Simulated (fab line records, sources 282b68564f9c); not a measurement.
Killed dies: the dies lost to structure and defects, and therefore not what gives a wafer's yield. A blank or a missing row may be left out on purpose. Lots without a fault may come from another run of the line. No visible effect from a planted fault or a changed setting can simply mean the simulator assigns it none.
Which tool did it? | flow ritCmos | 14 lots, 42 wafers sampled, at 1 step of a route of 202

## WHAT THE GAUGES SHOWED, per wafer
No reading from a measuring or inspecting step in the record can be judged against a usual standard deviation.

## WHICH TOOL RAN EACH LOT (tool, then ch and the chambers of the sampled wafers, then the start)
lot  | RIT_PSD_PEB_04
L681 | lithoTrack-04 ch 0, day 3 15:18
L683 | lithoTrack-03 ch 0, day 4 04:39
L684 | lithoTrack-03 ch 0, day 4 06:31
L685 | lithoTrack-04 ch 0, day 4 11:31
L686 | lithoTrack-03 ch 0, day 4 17:16
L687 | lithoTrack-04 ch 0, day 5 03:05
L689 | lithoTrack-03 ch 0, day 5 08:13
L690 | lithoTrack-01 ch 0, day 5 13:05
L691 | lithoTrack-01 ch 0, day 5 19:38
L693 | lithoTrack-03 ch 0, day 6 07:36
L695 | lithoTrack-03 ch 0, day 6 15:13
L698 | lithoTrack-04 ch 0, day 7 04:26
L700 | lithoTrack-03, day 7 14:15
L701 | lithoTrack-03, day 7 20:02
- RIT_PSD_PEB_04

## AS READ BY THE TOOLS THEMSELVES (means over the sampled wafers that have a number; for cases with no such wafer, the mark the record gives instead)
RIT_PSD_PEB_04.
lot  | tool          | exhaustPa (Pa)
L681 | lithoTrack-04 | 45.8
L683 | lithoTrack-03 | 45.7
L684 | lithoTrack-03 | 45.2
L685 | lithoTrack-04 | 44.5
L686 | lithoTrack-03 | 44.9
L687 | lithoTrack-04 | 45.2
L689 | lithoTrack-03 | 44.6
L690 | lithoTrack-01 | 44.9
L691 | lithoTrack-01 | 45.5
L693 | lithoTrack-03 | 44.8
L695 | lithoTrack-03 | 45.6
L698 | lithoTrack-04 | 44.6
L700 | lithoTrack-03 | -
L701 | lithoTrack-03 | -

## THE ANSWER, worked out from the rows above alone
Rule: the lots themselves supply what counts as usual. The widest of any qualifying gaps counts: lots, ordered by their means at a reading, are off when they make up no more than a third of the lots, leave a main group of 4 or more, and stand apart from it by 3 or more times the standard deviation of that group's means. A main group whose means are all the same, to the digits that the tables above print for the reading, isn't used. A lot without any number at a reading at which 4 lots or more have one is off too. Where the step has rows for the other lots, those lots are counted as sound. After the gauges, taken in route order, come the tools' own readings; for these a lot's mean is taken, as printed above. At the first step where some lot is off, the reading lying furthest off is the one used; lots without a number count as furthest.
Off: L700, L701 (RIT_PSD_PEB_04, exhaustPa). Without a number there: L700, L701. Main group: mean 45.1 Pa, sd 0.44.
A tool fits if, at that step or a process step before it, it ran every lot that is off, and no sound lot after the first of them. One candidate fits, namely lithoTrack-03 at RIT_PSD_PEB_04. A fault onset in the window from L695 (day 6 15:13, its last sound lot) to L700 (day 7 14:15, its first lot off) fits.
Blank at RIT_PSD_PEB_04 on the lots that are off, where sound lots have numbers: exhaustPa.

## WHAT THE SIMULATOR PUT IN
Beginning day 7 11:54, the whole step at RIT_PSD_PEB_04 was skipped on lithoTrack-03. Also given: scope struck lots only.
Shown lots that were struck: L700, L701. The rule above reached the same finding.
